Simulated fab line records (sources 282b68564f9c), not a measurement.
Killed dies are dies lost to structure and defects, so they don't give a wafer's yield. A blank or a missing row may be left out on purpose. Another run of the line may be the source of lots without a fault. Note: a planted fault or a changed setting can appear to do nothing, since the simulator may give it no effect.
Check of tool commonality :: flow rit cmos :: 42 wafers sampled across 14 lots

== WHY THIS WAS OPENED ==
2 of 14 lots carry a flag on the reading GATE_OVL at RIT_GATE_OVL_MEAS_17. Fault-free wafers read 0.2 nm, with a standard deviation of 1.7.
Rule: a lot is flagged in two cases, either no wafer of it has a number, or all its wafers with numbers fall more than 4 standard deviations from that mean. As for the other lots, they are considered sound.

lot: L720
measured: day 2 15:17
on: overlay-02
GATE_OVL (nm), wafer by wafer: -0.1 -2.4 -0.2
flag: 

lot: L722
measured: day 2 22:27
on: overlay-01
GATE_OVL (nm), wafer by wafer: 1.2 2.0 0.1
flag: 

lot: L723
measured: day 3 03:06
on: overlay-02
GATE_OVL (nm), wafer by wafer: 2.1 1.5 3.8
flag: 

lot: L724
measured: day 3 10:44
on: overlay-01
GATE_OVL (nm), wafer by wafer: 0.2 0.7 1.1
flag: 

lot: L725
measured: day 3 15:48
on: overlay-01
GATE_OVL (nm), wafer by wafer: -0.6 -0.7 -0.4
flag: 

lot: L726
measured: day 3 18:46
on: overlay-01
GATE_OVL (nm), wafer by wafer: -0.2 -0.3 -1.5
flag: 

lot: L728
measured: day 4 04:32
on: overlay-01
GATE_OVL (nm), wafer by wafer: -0.8 -0.9 -0.8
flag: 

lot: L729
measured: day 4 10:30
on: overlay-02
GATE_OVL (nm), wafer by wafer: 0.6 0.4 1.8
flag: 

lot: L731
measured: day 4 19:15
on: overlay-02
GATE_OVL (nm), wafer by wafer: 0.5 -1.3 0.0
flag: 

lot: L732
measured: day 5 00:07
on: overlay-02
GATE_OVL (nm), wafer by wafer: 1.5 1.2 0.3
flag: 

lot: L733
measured: day 5 04:47
on: overlay-01
GATE_OVL (nm), wafer by wafer: -1.8 -1.6 -1.6
flag: 

lot: L737
measured: day 6 03:04
on: overlay-02
GATE_OVL (nm), wafer by wafer: -146.9 -146.9 -147.3
flag: FLAGGED

lot: L738
measured: day 6 12:29
on: overlay-02
GATE_OVL (nm), wafer by wafer: -149.3 -149.0 -150.2
flag: FLAGGED

lot: L739
measured: day 6 16:13
on: overlay-01
GATE_OVL (nm), wafer by wafer: 3.6 3.7 4.4
flag: 
The numbers of the flagged lots are -148.3 nm on average: -148.5 nm against the usual, or -87 standard deviations.

== TOOL THAT RAN EACH LOT ==
The record holds 1 process step before the reading, out of a route of 202 steps. Cell contents, in order: the tool; ch with the chambers the sampled wafers went through; the start.
lot: L720
flag: 
RIT_GATE_EXPOSE_13: iline stepper-02 ch 0, day 2 14:46

lot: L722
flag: 
RIT_GATE_EXPOSE_13: iline stepper-01 ch 0, day 2 21:56

lot: L723
flag: 
RIT_GATE_EXPOSE_13: iline stepper-01 ch 0, day 3 02:35

lot: L724
flag: 
RIT_GATE_EXPOSE_13: iline stepper-01 ch 0, day 3 10:12

lot: L725
flag: 
RIT_GATE_EXPOSE_13: iline stepper-01 ch 0, day 3 15:12

lot: L726
flag: 
RIT_GATE_EXPOSE_13: iline stepper-01 ch 0, day 3 18:15

lot: L728
flag: 
RIT_GATE_EXPOSE_13: iline stepper-01 ch 0, day 4 03:57

lot: L729
flag: 
RIT_GATE_EXPOSE_13: iline stepper-01 ch 0, day 4 09:49

lot: L731
flag: 
RIT_GATE_EXPOSE_13: iline stepper-01 ch 0, day 4 18:44

lot: L732
flag: 
RIT_GATE_EXPOSE_13: iline stepper-02 ch 0, day 4 23:36

lot: L733
flag: 
RIT_GATE_EXPOSE_13: iline stepper-01 ch 0, day 5 04:17

lot: L737
flag: FLAGGED
RIT_GATE_EXPOSE_13: iline stepper-02 ch 0, day 6 02:33

lot: L738
flag: FLAGGED
RIT_GATE_EXPOSE_13: iline stepper-02 ch 0, day 6 11:58

lot: L739
flag: 
RIT_GATE_EXPOSE_13: iline stepper-01 ch 0, day 6 15:43
These steps, and what they do:
- RIT_GATE_EXPOSE_13: exposes mask M6, target cd 150 nm.
- RIT_GATE_OVL_MEAS_17

== FLAGGED OVER TOTAL, TOOL BY TOOL (the gauges that took the reading come last) ==
step: RIT_GATE_EXPOSE_13
tool: iline stepper-01
lots run: 10
flagged: 0
share of the flagged lots: none
sound lots run after its first flagged lot: -

step: RIT_GATE_EXPOSE_13
tool: iline stepper-02
lots run: 4
flagged: 2
share of the flagged lots: all
sound lots run after its first flagged lot: 0

step: RIT_GATE_OVL_MEAS_17
tool: overlay-01
lots run: 7
flagged: 0
share of the flagged lots: none
sound lots run after its first flagged lot: -

step: RIT_GATE_OVL_MEAS_17
tool: overlay-02
lots run: 7
flagged: 2
share of the flagged lots: all
sound lots run after its first flagged lot: 0

== WHAT THE TABLE PERMITS ==
In 2 table rows, all flagged lots were run: iline stepper-02 (RIT_GATE_EXPOSE_13), overlay-02 (RIT_GATE_OVL_MEAS_17).
- iline stepper-02 at RIT_GATE_EXPOSE_13 ran 4 lots, 2 of them flagged. A fault beginning between L732 (day 4 23:36), its last sound lot, and L737 (day 6 02:33), its first flagged one, fits the data.
- overlay-02 at RIT_GATE_OVL_MEAS_17 ran 7 lots, 2 of them flagged. A fault beginning between L732 (day 5 00:07), its last sound lot, and L737 (day 6 03:04), its first flagged one, fits the data.
These 2 tools cannot be told apart by counting lots, since each of them fits a fault that started at some hour. More lots, or a look at what each step does to the wafer, might.

== WHAT HAD BEEN PUT IN BY THE SIMULATOR ==
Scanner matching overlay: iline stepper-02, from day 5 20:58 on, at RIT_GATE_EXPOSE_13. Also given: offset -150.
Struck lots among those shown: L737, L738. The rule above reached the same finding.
